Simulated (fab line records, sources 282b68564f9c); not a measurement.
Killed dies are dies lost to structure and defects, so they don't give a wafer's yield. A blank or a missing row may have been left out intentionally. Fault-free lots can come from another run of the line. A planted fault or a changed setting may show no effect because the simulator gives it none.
fab line records	flow ritCmos
record: lots: 6	wafers: 18	lastDay: 7
route steps=202 shown GATE@89 REOX@98 NLDD@103 PLDD@114 SPACER@125 M1@202
lots that met no fault: from a run of the same line without faults
startH: hours from the record's opening day to when the first of the lot's shown wafers began	waitH: hours from the lot's prior step to this one	" unchanged from the row above	L1.1+2: one row covering several wafers at once	- value missing, or start not given	* or withheld: withheld	< > ~ a bound
route shown NAME@n: names a module that has steps shown in the file, with the first one's number in the route	usual: mean/standard deviation of fault-free wafers	same: alike in all rows	chamber/n: place in a boat	sites: each site's reading	_std_site: standard deviation of those values	_edge_site: inner sites' mean taken away from outer sites' mean	radiusMm: how far each site lies from the wafer's centre	mask NAME#n: copy n	behind: tool/chamber where the wafer was last shaped	hold: why the lot went on hold/how many hours it stayed there/how the hold came to an end	device: names the non-switching transistor (n, p or np)	end of line: the tests these same wafers got at the end of their route	for a step that has no rows: nothing shown but its recipe	killed: dies that structure and defects cost at the first sort, which is not the same as the wafer's yield	map: per-die view of a wafer (x killed, . not killed, _ where there is no die)
set.NAME: setting as actually run; set.NAME@STEP: the setting as run at that earlier step	model.NAME: the simulator's own value behind a step, which no gauge read
lots at selected steps of the route; one table per step, one row per wafer
services: from which hour (startH, from the record's first day; less than 0 if before it) a tool's chamber was out of use, for how many hours, and why
== steps ==
step: RIT_GATE_EXPOSE_13
recipe: maskId: M6	na: 0.6	sourceShape: conventional	sigmaOuter: 0.6	targetCdNm: 150	doseMj: 380
step: RIT_GATE_PEB_14
recipe: resist: NOVOLAK	tempC: withheld	timeS: withheld
step: RIT_GATE_DEVELOP_15
recipe: resist: NOVOLAK	developTimeS: 50	devTempC: 23
step: RIT_GATE_CD_MEAS_16
recipe: targetCdNm: 150
usual: cdNm: 149.1/2.4
lot.wafer	tool	chamber	startH	waitH	cdNm
L358.1	cdSem-01	-	43.28	-	145.5
L358.3	"	-	"	"	145.5
L358.4	"	-	"	"	148.1
L362.2	cdSem-01	-	65.74	-	146.7
L362.3	"	-	"	"	147.8
L362.5	"	-	"	"	146.9
L365.2	cdSem-01	-	81.08	-	152.6
L365.5	"	-	"	"	152.0
L365.6	"	-	"	"	152.2
L366.3	cdSem-01	-	83.21	-	148.8
L366.4	"	-	"	"	151.1
L366.5	"	-	"	"	150.7
L372.3	cdSem-01	-	115.00	-	153.6
L372.4	"	-	"	"	152.7
L372.6	"	-	"	"	153.7
L379.3	cdSem-02	-	151.23	-	146.6
L379.4	"	-	"	"	147.9
L379.6	"	-	"	"	147.4
step: RIT_GATE_OVL_MEAS_17
usual: GATE_OVL: -0.6/1.3
lot.wafer	tool	chamber	startH	waitH	GATE_OVL[nm]
L358.1	overlay-01	-	43.40	0.1	0.8
L358.3	"	-	"	"	-0.4
L358.4	"	-	"	"	0.6
L362.2	overlay-02	-	65.85	0.1	-0.4
L362.3	"	-	"	"	-0.6
L362.5	"	-	"	"	-1.1
L365.2	overlay-02	-	81.18	0.1	-1.7
L365.5	"	-	"	"	-1.3
L365.6	"	-	"	"	-0.8
L366.3	overlay-02	-	83.30	0.1	-2.3
L366.4	"	-	"	"	-1.6
L366.5	"	-	"	"	-0.2
L372.3	overlay-02	-	115.10	0.1	-0.6
L372.4	"	-	"	"	0.7
L372.6	"	-	"	"	1.5
L379.3	overlay-01	-	151.32	0.1	1.5
L379.4	"	-	"	"	0.8
L379.6	"	-	"	"	1.2
step: RIT_GATE_HARDBAKE_18
recipe: resist: NOVOLAK	tempC: 140	timeS: 60
step: RIT_GATE_ETCH_19
recipe: chemistry: SF6/CHF3/O2	timeS: 165	SF6_flow_sccm: 30	CHF3_flow_sccm: 30	O2_flow_sccm: 5	target: poly-Si	pressureMtorr: 40	rfW: 160	targetDepthA: 3125	overEtchFrac: 0.25	stopOn: SiO2
usual: drypumpMotorCurrentA: 6.0/0.45	oesProductAu: 0.848/0.018	throttleValvePct: 10.27/0.11
lot.wafer	tool	chamber	startH	waitH	drypumpMotorCurrentA	oesProductAu	rfHoursCounterH	throttleValvePct
L358.1	rieSi-01	1	43.58	0.1	5.6	0.847	128	10.10
L358.3	"	3	"	"	6.6	0.830	58	10.29
L358.4	"	0	"	"	5.6	0.842	92	10.34
L362.2	rieSi-01	3	66.11	0.1	6.6	0.827	59	10.28
L362.3	"	2	"	"	5.6	0.862	117	10.30
L362.5	"	0	"	"	5.6	0.863	-	10.34
L365.2	rieSi-02	3	81.36	0.1	6.7	0.870	3	10.43
L365.5	"	2	"	"	6.3	0.843	-	10.11
L365.6	"	3	"	"	6.6	0.882	-	10.44
L366.3	rieSi-01	1	83.47	0.1	5.6	0.859	129	10.09
L366.4	"	3	"	"	6.6	0.829	59	10.30
L366.5	"	2	"	"	5.6	0.871	-	10.31
L372.3	rieSi-01	2	115.50	0.1	5.6	0.860	117	10.30
L372.4	"	0	"	"	5.6	0.853	92	10.33
L372.6	"	3	"	"	6.6	0.837	-	10.27
L379.3	rieSi-02	2	151.49	0.1	6.3	0.823	1	10.11
L379.4	"	0	"	"	5.7	0.824	21	10.25
L379.6	"	1	"	"	5.7	0.864	-	10.25
step: RIT_GATE_STRIP_20
recipe: chemistry: O2	timeS: 180	resist: NOVOLAK	platenTempC: withheld	powerW: 500	pressureMtorr: 4000	o2FlowSccm: 4000
usual: drypumpMotorCurrentA: 6.0/0.4	o2FlowSccm: 4000/12	rfReflPowerW: 7.4/1.8
lot.wafer	tool	chamber	startH	waitH	drypumpMotorCurrentA	o2FlowSccm	rfHoursCounterH	rfReflPowerW
L358.1	plasmaAsher-03	0	43.69	0.1	6.4	3998	40	9.6
L358.3	"	1	"	"	5.3	3990	-	3.9
L358.4	"	0	"	"	6.4	3989	-	9.4
L362.2	plasmaAsher-03	1	66.22	0.1	5.2	3990	43	4.1
L362.3	"	0	"	"	6.4	3991	-	9.6
L362.5	"	1	"	"	5.3	3982	-	4.2
L365.2	plasmaAsher-01	1	81.47	0.1	6.3	3997	29	6.4
L365.5	"	1	"	"	6.3	4002	-	6.5
L365.6	"	0	"	"	5.9	4003	-	8.8
L366.3	plasmaAsher-02	0	83.64	0.1	6.6	3986	-	8.9
L366.4	"	1	"	"	5.7	3979	-	5.4
L366.5	"	0	"	"	6.6	3994	-	9.0
L372.3	plasmaAsher-02	1	115.67	0.1	5.7	4006	-	5.7
L372.4	"	0	"	"	6.6	4002	-	9.3
L372.6	"	0	"	"	6.6	4002	-	9.1
L379.3	plasmaAsher-02	1	151.66	0.1	5.7	4013	-	5.5
L379.4	"	0	"	"	6.6	4010	-	8.7
L379.6	"	1	"	"	5.7	4018	-	5.5
step: RIT_GATE_CD_MEAS_90
recipe: targetCdNm: 150
usual: cdNm: 149.1/2.4
lot.wafer	tool	chamber	startH	waitH	cdNm
L358.1	cdSem-02	-	43.87	0.1	144.9
L358.3	"	-	"	"	145.7
L358.4	"	-	"	"	148.0
L362.2	cdSem-01	-	66.41	0.1	146.4
L362.3	"	-	"	"	148.2
L362.5	"	-	"	"	146.5
L365.2	cdSem-02	-	81.67	0.1	153.0
L365.5	"	-	"	"	152.2
L365.6	"	-	"	"	151.8
L366.3	cdSem-02	-	83.80	0.1	148.9
L366.4	"	-	"	"	151.2
L366.5	"	-	"	"	151.0
L372.3	cdSem-02	-	115.83	0.1	154.0
L372.4	"	-	"	"	152.8
L372.6	"	-	"	"	154.2
L379.3	cdSem-01	-	151.82	0.1	146.8
L379.4	"	-	"	"	147.8
L379.6	"	-	"	"	147.5
step: RIT_REOX_CLEAN_00
recipe: chemistry: SC1	mix: 3:3:50	timeS: 600	tempC: 75
step: RIT_REOX_CLEAN_01
recipe: chemistry: dHF	dilution: 50:1	timeS: 30
step: RIT_REOX_CLEAN_02
recipe: chemistry: SC2	mix: 3:3:50	timeS: 600	tempC: 75	dry: n2Spin
step: RIT_REOX_OXIDATION_03
recipe: tempC: 900	ambient: O2	targetThkA: 252	oxTimeS: 5580
usual: spikeTcCentreC: 902.4/1.4	spikeTcLoadC: 924.1/1	spikeTcSourceC: 923/3.5	tubeCenterTempC: 900/0.083	tube_center_temp_C_max: 902.4/0.38	zonePowerLoadPct: 26.7/1.4	zonePowerSourcePct: 26/3.3
lot.wafer	tool	chamber	startH	waitH	spikeTcCentreC	spikeTcLoadC	spikeTcSourceC	tubeCenterTempC	tube_center_temp_C_max	zonePowerLoadPct	zonePowerSourcePct	model.SiO2_of_REOX_OXIDATION_03.thkNm
L358.1	furnace-02	0	44.39	0.0	903.0	925.6	924	899.99	901.8	25.2	28	26.25
L358.3	"	0	"	"	903.0	925.3	924	899.97	902.1	25.5	28	25.62
L358.4	"	0	"	"	904.2	923.8	924	899.87	902.2	25.9	29	25.99
L362.2	furnace-02	0	67.55	0.5	918.3	938.1	939	914.9	917.1	26.8	30	29.54
L362.3	"	0	"	"	919.8	938.9	937	915.07	918.5	27.1	30	29.29
L362.5	"	0	"	"	919.5	939.3	941	914.92	917.4	26.3	30	29.26
L365.2	furnace-03	0	82.13	0.0	901.7	924.5	916	900.12	902.3	28.6	21	25.7
L365.5	"	0	"	"	900.6	925.8	919	900.03	902.3	29.1	20	25.6
L365.6	"	0	"	"	900.7	925.2	918	900.06	902.0	29.3	21	25.59
L366.3	furnace-02	0	84.27	0.0	918.4	939.6	939	915.09	917.9	27.0	30	29
L366.4	"	0	"	"	918.2	940.1	941	914.78	917.6	26.9	29	29.19
L366.5	"	0	"	"	919.4	940.2	942	914.91	917.2	26.5	30	29.05
L372.3	furnace-01	0	116.55	0.2	902.1	924.0	926	899.95	902.3	26.4	27	25.75
L372.4	"	0	"	"	901.3	926.7	927	900.05	902.1	26.9	28	25.49
L372.6	"	0	"	"	901.3	923.8	926	900.14	902.8	26.3	28	25.47
L379.3	furnace-02	0	152.28	0.0	901.7	922.9	924	900.02	902.0	26.0	29	25.83
L379.4	"	0	"	"	903.9	922.3	924	899.96	902.5	25.8	28	25.85
L379.6	"	0	"	"	903.4	922.4	923	899.85	903.5	25.4	29	26.06
step: RIT_REOX_THK_MEAS_04
recipe: reads: SiO2_of_REOX_OXIDATION_03
usual: REOX_OXIDE_THK: 25.4/0.39
lot.wafer	tool	chamber	startH	waitH	REOX_OXIDE_THK[nm]
L358.1	filmMetro-02	-	46.94	0.0	26.2
L358.3	"	-	"	"	25.6
L358.4	"	-	"	"	25.9
L362.2	filmMetro-01	-	70.11	0.0	29.5
L362.3	"	-	"	"	29.3
L362.5	"	-	"	"	29.3
L365.2	filmMetro-01	-	84.69	0.0	25.7
L365.5	"	-	"	"	25.6
L365.6	"	-	"	"	25.6
L366.3	filmMetro-01	-	86.84	0.0	29.0
L366.4	"	-	"	"	29.2
L366.5	"	-	"	"	29.0
L372.3	filmMetro-01	-	119.12	0.0	25.7
L372.4	"	-	"	"	25.5
L372.6	"	-	"	"	25.5
L379.3	filmMetro-02	-	154.85	0.0	25.8
L379.4	"	-	"	"	25.8
L379.6	"	-	"	"	26.1
step: RIT_NLDD_HMDS_00
recipe: primeTimeS: 60	primeTempC: 140
step: RIT_NLDD_COAT_01
recipe: resist: NOVOLAK	spinRpm: 3250	resistThkNm: 1000
step: RIT_NLDD_SOFTBAKE_02
recipe: resist: NOVOLAK	tempC: 90	timeS: 60
step: RIT_NLDD_EXPOSE_03
recipe: maskId: M7	na: 0.57	targetCdNm: 40700	doseMj: 250
step: RIT_NLDD_PEB_04
recipe: resist: NOVOLAK	tempC: withheld	timeS: withheld
step: RIT_NLDD_DEVELOP_05
recipe: resist: NOVOLAK	developTimeS: 50	devTempC: 23
step: RIT_NLDD_OVL_MEAS_06
usual: NLDD_OVL: 0.4/1.6
lot.wafer	tool	chamber	startH	waitH	NLDD_OVL[nm]
L358.1	overlay-01	-	47.97	-	2.8
L358.3	"	-	"	"	2.4
L358.4	"	-	"	"	1.7
L362.2	overlay-02	-	71.14	-	-0.4
L362.3	"	-	"	"	0.2
L362.5	"	-	"	"	0.6
L365.2	overlay-01	-	85.71	-	-0.8
L365.5	"	-	"	"	2.0
L365.6	"	-	"	"	1.1
L366.3	overlay-02	-	87.87	-	0.2
L366.4	"	-	"	"	0.6
L366.5	"	-	"	"	-1.8
L372.3	overlay-01	-	120.15	-	2.7
L372.4	"	-	"	"	1.8
L372.6	"	-	"	"	1.4
L379.3	overlay-02	-	155.83	-	0.2
L379.4	"	-	"	"	-0.6
L379.6	"	-	"	"	-0.9
step: RIT_NLDD_HARDBAKE_07
recipe: resist: NOVOLAK	tempC: 140	timeS: 60
step: RIT_NLDD_IMPLANT_08
recipe: species: P	energyKev: 20	doseCm2: 5e+14	tiltDeg: 7
step: RIT_NLDD_STRIP_09
recipe: chemistry: O2	timeS: 180	resist: NOVOLAK	platenTempC: withheld	powerW: 500	pressureMtorr: 4000	o2FlowSccm: 4000
usual: drypumpMotorCurrentA: 5.8/0.51	o2FlowSccm: 4002/12	rfReflPowerW: 7.2/1.4
lot.wafer	tool	chamber	startH	waitH	drypumpMotorCurrentA	o2FlowSccm	rfHoursCounterH	rfReflPowerW
L358.1	plasmaAsher-01	1	48.31	0.1	6.2	3995	25	6.4
L358.3	"	0	"	"	5.8	4017	-	8.8
L358.4	"	1	"	"	6.2	3990	-	6.7
L362.2	plasmaAsher-01	0	71.47	0.1	5.8	3997	27	8.9
L362.3	"	1	"	"	6.3	3999	-	6.6
L362.5	"	1	"	"	6.3	4009	-	6.5
L365.2	plasmaAsher-04	1	86.04	0.1	5.0	3996	44	7.5
L365.5	"	1	"	"	5.0	3993	-	7.9
L365.6	"	0	"	"	5.4	3998	-	5.5
L366.3	plasmaAsher-04	1	88.25	0.1	5.1	4005	-	7.6
L366.4	"	0	"	"	5.4	4016	-	5.8
L366.5	"	0	"	"	5.4	4006	-	5.8
L372.3	plasmaAsher-01	0	120.53	0.1	5.8	3993	-	8.7
L372.4	"	1	"	"	6.2	3998	-	6.3
L372.6	"	0	"	"	5.9	4002	-	8.7
L379.3	plasmaAsher-04	0	156.21	0.1	5.4	3998	-	5.8
L379.4	"	1	"	"	5.0	4011	-	7.6
L379.6	"	1	"	"	5.0	3999	-	7.2
step: RIT_NLDD_TW_MEAS_10
usual: NLDD_TW: 2480/14
lot.wafer	tool	chamber	startH	waitH	NLDD_TW
L358.1	filmMetro-04	-	48.48	0.1	2470
L358.3	"	-	"	"	2481
L358.4	"	-	"	"	2510
L362.2	filmMetro-02	-	71.66	0.1	2469
L362.3	"	-	"	"	2477
L362.5	"	-	"	"	2464
L365.2	filmMetro-02	-	86.22	0.1	2503
L365.5	"	-	"	"	2515
L365.6	"	-	"	"	2506
L366.3	filmMetro-03	-	88.39	0.1	2489
L366.4	"	-	"	"	2501
L366.5	"	-	"	"	2485
L372.3	filmMetro-03	-	120.67	0.1	2494
L372.4	"	-	"	"	2475
L372.6	"	-	"	"	2495
L379.3	filmMetro-04	-	156.35	0.1	2467
L379.4	"	-	"	"	2452
L379.6	"	-	"	"	2458
step: RIT_PLDD_HMDS_00
recipe: primeTimeS: 60	primeTempC: 140
step: RIT_PLDD_COAT_01
recipe: resist: NOVOLAK	spinRpm: 3250	resistThkNm: 1000
step: RIT_PLDD_SOFTBAKE_02
recipe: resist: NOVOLAK	tempC: 90	timeS: 60
step: RIT_PLDD_EXPOSE_03
recipe: maskId: M8	na: 0.57	targetCdNm: 40900	doseMj: 250
step: RIT_PLDD_PEB_04
recipe: resist: NOVOLAK	tempC: withheld	timeS: withheld
step: RIT_PLDD_DEVELOP_05
recipe: resist: NOVOLAK	developTimeS: 50	devTempC: 23
step: RIT_PLDD_OVL_MEAS_06
usual: PLDD_OVL: 0.5/1.3
lot.wafer	tool	chamber	startH	waitH	PLDD_OVL[nm]
L358.1	overlay-01	-	49.39	-	2.3
L358.3	"	-	"	"	1.0
L358.4	"	-	"	"	2.2
L362.2	overlay-01	-	72.80	-	-1.5
L362.3	"	-	"	"	-1.8
L362.5	"	-	"	"	0.2
L365.2	overlay-02	-	87.25	-	-1.3
L365.5	"	-	"	"	-2.7
L365.6	"	-	"	"	-0.5
L366.3	overlay-01	-	89.29	-	1.3
L366.4	"	-	"	"	-1.4
L366.5	"	-	"	"	0.5
L372.3	overlay-02	-	121.57	-	-1.1
L372.4	"	-	"	"	1.1
L372.6	"	-	"	"	2.5
L379.3	overlay-01	-	157.45	-	1.8
L379.4	"	-	"	"	2.6
L379.6	"	-	"	"	2.1
step: RIT_PLDD_HARDBAKE_07
recipe: resist: NOVOLAK	tempC: 140	timeS: 60
step: RIT_PLDD_IMPLANT_08
recipe: species: BF2	energyKev: 20	doseCm2: 9e+14	tiltDeg: 7
step: RIT_PLDD_STRIP_09
recipe: chemistry: O2	timeS: 180	resist: NOVOLAK	platenTempC: withheld	powerW: 500	pressureMtorr: 4000	o2FlowSccm: 4000
usual: drypumpMotorCurrentA: 5.8/0.5	o2FlowSccm: 3999/13	rfReflPowerW: 7.1/2.1
lot.wafer	tool	chamber	startH	waitH	drypumpMotorCurrentA	o2FlowSccm	rfHoursCounterH	rfReflPowerW
L358.1	plasmaAsher-01	0	49.73	0.1	5.9	3989	25	8.9
L358.3	"	0	"	"	5.9	3998	-	9.2
L358.4	"	1	"	"	6.3	3991	-	6.5
L362.2	plasmaAsher-03	0	73.13	0.1	6.4	3987	43	9.6
L362.3	"	1	"	"	5.3	4004	-	4.0
L362.5	"	0	"	"	6.4	4003	-	9.6
L365.2	plasmaAsher-03	1	87.58	0.1	5.3	4011	45	4.6
L365.5	"	0	"	"	6.4	4024	-	9.6
L365.6	"	1	"	"	5.3	4028	-	4.6
L366.3	plasmaAsher-03	1	89.67	0.1	5.3	4001	-	4.3
L366.4	"	0	"	"	6.4	4020	-	9.8
L366.5	"	0	"	"	6.3	4000	-	9.6
L372.3	plasmaAsher-01	1	121.95	0.1	6.3	3994	-	6.8
L372.4	"	0	"	"	5.8	3984	-	8.9
L372.6	"	1	"	"	6.3	3985	-	6.8
L379.3	plasmaAsher-03	1	157.83	0.1	5.3	3998	-	4.3
L379.4	"	0	"	"	6.4	3981	-	9.6
L379.6	"	0	"	"	6.4	3970	-	9.4
step: RIT_PLDD_TW_MEAS_10
usual: PLDD_TW: 2339/10
lot.wafer	tool	chamber	startH	waitH	PLDD_TW
L358.1	filmMetro-02	-	49.90	0.1	2324
L358.3	"	-	"	"	2335
L358.4	"	-	"	"	2332
L362.2	filmMetro-04	-	73.31	0.1	2340
L362.3	"	-	"	"	2342
L362.5	"	-	"	"	2346
L365.2	filmMetro-02	-	87.77	0.1	2346
L365.5	"	-	"	"	2352
L365.6	"	-	"	"	2360
L366.3	filmMetro-04	-	89.81	0.1	2335
L366.4	"	-	"	"	2331
L366.5	"	-	"	"	2342
L372.3	filmMetro-02	-	122.09	0.1	2361
L372.4	"	-	"	"	2347
L372.6	"	-	"	"	2340
L379.3	filmMetro-02	-	157.97	0.1	2349
L379.4	"	-	"	"	2340
L379.6	"	-	"	"	2339
step: RIT_SPACER_CLEAN_00
recipe: chemistry: SC1	mix: 3:3:50	timeS: 600	tempC: 75
lot.wafer	tool	chamber	startH	waitH	model.SiO2_of_REOX_OXIDATION_03.thkNm
L358.1	wetBench-02	3	49.96	0.1	24.24
L358.3	"	3	"	"	23.66
L358.4	"	3	"	"	23.98
L362.2	wetBench-01	3	73.36	0.0	27.27
L362.3	"	3	"	"	27.03
L362.5	"	3	"	"	27.02
L365.2	wetBench-01	2	87.82	0.0	23.72
L365.5	"	2	"	"	23.64
L365.6	"	2	"	"	23.61
L366.3	wetBench-01	2	89.85	0.0	26.78
L366.4	"	2	"	"	26.97
L366.5	"	2	"	"	26.84
L372.3	wetBench-02	0	122.13	0.0	23.78
L372.4	"	0	"	"	23.54
L372.6	"	0	"	"	23.51
L379.3	wetBench-01	2	158.01	0.0	23.8
L379.4	"	2	"	"	23.81
L379.6	"	2	"	"	24.02
step: RIT_SPACER_CLEAN_01
recipe: chemistry: dHF	dilution: 50:1	timeS: 30
step: RIT_M1_PROBE_99
usual: killedAtContacts: 0.1/0.24	killedAtFrontEnd: 7.1/3	killedDies: 7.2/3	killedOpen: 3.7/2	killedShort: 3.5/2
same: grossDies: 264	killed_at_M0_to_M3: 0	killed_at_M4_up: 0	killedAtBackSide: 0	killedAtOther: 0
lot.wafer	tool	chamber	startH	waitH	killedAtContacts	killedAtFrontEnd	killedDies	killedOpen	killedShort	model.etest.pmosTurned.rOnOhmUm	model.etest.pmos_0p3.rOnOhmUm	model.etest.pmos_0p15.rOnOhmUm	model.etest.pldd.rsOhmSq	model.etest.nmos_0p3.rOnOhmUm	model.etest.nmos_0p15.rOnOhmUm	model.etest.nmosTurned.driveUaUm	model.etest.pldd.lineOhmUm
L358.1	prober-02	-	64.58	0.1	0	11	11	4	7	3529	6353	2763	570.7	2193	1122	313.1	181.3
L358.3	prober-02	-	64.68	0.2	0	11	11	5	6	3449	6380	2756	526.8	2197	1128	320.3	166.8
L358.4	prober-02	-	64.73	0.2	0	8	8	6	2	3506	6314	2778	552.2	2190	1138	312.7	174
L362.2	prober-02	-	87.48	0.1	0	5	5	4	1	4584	6982	3254	819.1	2362	1285	210.8	258
L362.3	prober-02	-	87.53	0.2	0	8	8	3	5	4475	6936	3246	796.9	2329	1271	216.7	249.2
L362.5	prober-02	-	87.63	0.2	0	3	3	2	1	4534	6943	3256	801.5	2341	1266	216.4	251.6
L365.2	prober-01	-	102.82	0.1	0	4	4	2	2	3701	6408	2944	572.4	2135	1138	308.1	181.2
L365.5	prober-01	-	102.97	0.2	0	4	4	1	3	3613	6245	2841	570.4	2110	1118	317.3	179.3
L365.6	prober-01	-	103.02	0.2	0	2	2	1	1	3687	6423	2924	566	2154	1155	312.1	178.4
L366.3	prober-02	-	106.80	0.2	0	11	11	6	5	4492	6880	3238	794.5	2241	1216	245.6	251
L366.4	prober-02	-	106.85	0.2	0	6	6	2	4	4692	6990	3399	813.4	2325	1273	239.1	255.7
L366.5	prober-02	-	106.90	0.2	0	7	7	4	3	4608	6856	3331	792.4	2271	1249	235	250.7
L372.3	prober-02	-	138.79	0.2	0	6	6	4	2	3499	6321	2826	492.3	2198	1180	301.7	157.4
L372.4	prober-02	-	138.84	0.2	0	8	8	4	4	3417	6239	2781	475.3	2196	1182	314.8	151.2
L372.6	prober-02	-	138.94	0.2	0	5	5	3	2	3489	6327	2839	478.8	2196	1194	307.7	152
L379.3	prober-01	-	171.65	0.2	0	3	3	1	2	3412	6310	2715	531.4	2165	1130	305	168.1
L379.4	prober-01	-	171.70	0.2	1	4	5	4	1	3532	6461	2822	533.1	2226	1164	297	168.6
L379.6	prober-01	-	171.80	0.2	0	6	6	4	2	3530	6423	2805	548.6	2219	1147	293.1	172.1
killed by level:class
L358.1 GATE:geometricParticle:short=6 REOX:geometricParticle:open=2 FOX1:geometricParticle:open=1 FOX2:geometricParticle:short=1 GATE:geometricParticle:open=1
L358.3 GATE:geometricParticle:short=5 GATE:geometricParticle:open=4 FOX1:geometricParticle:open=1 SPACER:geometricParticle:short=1
L358.4 FOX1:geometricParticle:open=2 FOX1:geometricParticle:short=2 FOX2:geometricParticle:open=1 GATE:geometricParticle:open=1 REOX:geometricParticle:open=1 SPACER:geometricParticle:open=1
L362.2 GATE:geometricParticle:open=2 FOX2:geometricParticle:open=1 SPACER:geometricParticle:open=1 SPACER:geometricParticle:short=1
L362.3 GATE:geometricParticle:short=2 FOX1:geometricParticle:open=1 FOX1:geometricParticle:short=1 FOX2:geometricParticle:short=1 GATE:geometricParticle:open=1 REOX:geometricParticle:short=1 SILICIDE:geometricParticle:open=1
L362.5 FOX1:geometricParticle:short=1 GATE:geometricParticle:open=1 SPACER:geometricParticle:open=1
L365.2 GATE:geometricParticle:short=2 FOX1:geometricParticle:open=1 SPACER:geometricParticle:open=1
L365.5 FOX1:geometricParticle:short=1 FOX2:geometricParticle:short=1 GATE:geometricParticle:short=1 REOX:geometricParticle:open=1
L365.6 GATE:geometricParticle:open=1 SPACER:geometricParticle:short=1
L366.3 SPACER:geometricParticle:short=3 GATE:geometricParticle:open=2 FOX1:geometricParticle:open=1 FOX2:geometricParticle:short=1 REOX:geometricParticle:open=1 REOX:geometricParticle:short=1 SPACER:geometricParticle:open=1 SILICIDE:geometricParticle:open=1
L366.4 GATE:geometricParticle:open=2 GATE:geometricParticle:short=2 FOX1:geometricParticle:short=1 SPACER:geometricParticle:short=1
L366.5 GATE:geometricParticle:open=4 FOX1:geometricParticle:short=1 REOX:geometricParticle:short=1 SPACER:geometricParticle:short=1
L372.3 REOX:geometricParticle:open=3 SPACER:geometricParticle:short=2 GATE:geometricParticle:open=1
L372.4 FOX1:geometricParticle:open=2 FOX1:geometricParticle:short=2 FOX2:geometricParticle:short=1 GATE:geometricParticle:open=1 GATE:geometricParticle:short=1 SILICIDE:geometricParticle:open=1
L372.6 FOX1:geometricParticle:short=1 GATE:geometricParticle:open=1 GATE:geometricParticle:short=1 REOX:geometricParticle:open=1 SILICIDE:geometricParticle:open=1
L379.3 FOX2:geometricParticle:open=1 GATE:geometricParticle:short=1 SPACER:geometricParticle:short=1
L379.4 GATE:geometricParticle:open=2 FOX1:geometricParticle:open=1 SILICIDE:geometricParticle:open=1 CONTACT:geometricParticle:short=1
L379.6 GATE:geometricParticle:open=2 FOX1:geometricParticle:open=1 GATE:geometricParticle:short=1 REOX:geometricParticle:short=1 SPACER:geometricParticle:open=1
== services ==
tool	chamber	startH	hours	kind
plasmaAsher-03	-	20.85	0.4	repair
rieSi-02	2	30.31	-	clean
rieSi-02	2	30.31	19.2	scheduledDown
rieSi-02	2	30.31	19.2	ventCycle
furnace-02	-	33.98	2.6	pm
plasmaAsher-02	-	34.92	0.8	repair
furnace-03	-	47.44	3.1	pm
furnace-01	-	60.24	14.8	pm
plasmaAsher-03	-	66.92	2.8	pm
furnace-01	-	83.45	11.7	repair
furnace-01	-	105.92	3.1	pm
plasmaAsher-04	-	108.75	9.0	pm
plasmaAsher-04	0	108.75	9.0	ventCycle
plasmaAsher-04	1	108.75	9.0	ventCycle
rieSi-02	3	117.21	3.4	repair
plasmaAsher-04	0	117.75	-	clean
plasmaAsher-04	1	117.75	-	clean
furnace-01	-	119.88	4.6	pm
plasmaAsher-04	-	135.51	1.5	repair
furnace-03	-	153.76	2.9	pm
rieSi-01	-	153.87	15.6	pm
== key ==
firstSign: step: RIT_REOX_OXIDATION_03	reading: tubeCenterTempC	direction: up	sigmas: 99+	usual: *	struck: *
effect: step: RIT_REOX_OXIDATION_03	reading: tube_center_temp_C_max	direction: up	sigmas: 40	usual: *	struck: *
effect: step: RIT_REOX_THK_MEAS_04	reading: REOX_OXIDE_THK	direction: up	sigmas: 9.8	usual: 25.4	struck: 29.2
modelEffect: step: RIT_REOX_OXIDATION_03	value: SiO2_of_REOX_OXIDATION_03.thkNm	without: 25.08	struck: 29.22
modelEffect: step: RIT_SPACER_CLEAN_00	value: SiO2_of_REOX_OXIDATION_03.thkNm	without: 23.16	struck: 26.98
modelEffect: step: RIT_M1_PROBE_99	value: etest.pmosTurned.rOnOhmUm	without: 3442	struck: 4564
metAt RIT_REOX_OXIDATION_03
struckWafers L362.2,L362.3,L362.5,L366.3,L366.4,L366.5
testerLeftOut L362,L366
onsetBetween 44.39 67.55
fault: kind: processParameterDrift	tool: furnace-02	chamber: -	onsetH: 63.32	steps: RIT_REOX_OXIDATION_03	channel: tempC	offset: *	shape: step	endH: 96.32	actsIn: *	stated: *
testerLeftOut: of these lots the tester's yield and bins aren't shown, on N5 and GAA mostly nor the transistor test; their killed dies are dies lost to structure and defects alone, not to doping, threshold or leakage, so they don't give the yield
